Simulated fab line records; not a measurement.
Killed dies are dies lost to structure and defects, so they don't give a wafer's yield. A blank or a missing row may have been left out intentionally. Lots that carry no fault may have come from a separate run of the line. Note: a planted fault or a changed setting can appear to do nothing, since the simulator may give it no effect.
2 desks looking at one fault    flow berkeley-cmos170    numbers are kept per desk, each desk with only its own; the story behind them comes last

FROM THE METROLOGY DESK
What the gauges read, lot by lot, whatever tool the lot ran on: means of the sampled wafers that have a number. If a lot's mean is further than 4 standard deviations from the usual mean, the lot is out of limits and carries the mark OUT (the distance appears in the brackets).
Columns: A = cd-nm at UCB170_CONTACT_CD_MEAS_90, usual 699.9 nm; B = M1_AL_RS at UCB170_M1_RS_MEAS_01, usual 0.0483 ohm/sq; C = M1_AL_THK at UCB170_M1_THK_MEAS_02, usual 606 nm; D = cd-nm at UCB170_M1_CD_MEAS_90, usual 701 nm
lot   first seen here  A      B       C    D
L452  day 8 17:13      697.8  0.0487  601  710
L451  day 8 17:36      698.9  0.0478  617  701
L453  day 8 17:52      700.5  0.0490  597  706
L455  day 8 23:38      699.9  0.0487  603  702
L454  day 8 23:53      699.9  0.0479  608  700
L456  day 9 18:15      700.0  0.0484  606  703
L459  day 10 06:50     700.9  0.0477  613  697
L458  day 10 07:09     697.3  0.0486  602  702
L460  day 10 17:11     700.3  0.0491  594  694
L466  day 11 15:55     699.6  0.0511  571  707
L469  day 12 09:08     699.5  0.0481  612  703
L471  day 12 17:23     701.0  0.0479  612  695
L470  day 12 19:49     701.5  0.0483  608  705
Result from this desk: across the 13 lots, nothing is out of limits.

FOR THE TOOL OWNER'S DESK: pvd-sputter-02
The tool's own readings at UCB170_M1_SPUTTER_00 (material Al, target thk 600 nm, time 80 s): means of the sampled wafers that have a number, for each lot that ran on this tool. If a lot's mean is further than 4 standard deviations from the usual mean, the lot is out of limits and carries the mark OUT (the distance appears in the brackets).
Columns: A = throttle-valve-pct at UCB170_M1_SPUTTER_00, usual 29.6 %
lot   first seen here  A
L452  day 8 17:29      29.9
L453  day 8 18:14      29.1
L455  day 8 23:54      29.6
L458  day 10 07:25     30.1
L460  day 10 17:28     29.9
L466  day 11 16:11     28.6
Result from this desk: across the 6 lots, nothing is out of limits.

PUT TOGETHER
Nothing out of limits was seen by the metrology desk.
Nothing out of limits was seen by the tool owner's desk.

WHAT THE SIMULATOR PUT IN
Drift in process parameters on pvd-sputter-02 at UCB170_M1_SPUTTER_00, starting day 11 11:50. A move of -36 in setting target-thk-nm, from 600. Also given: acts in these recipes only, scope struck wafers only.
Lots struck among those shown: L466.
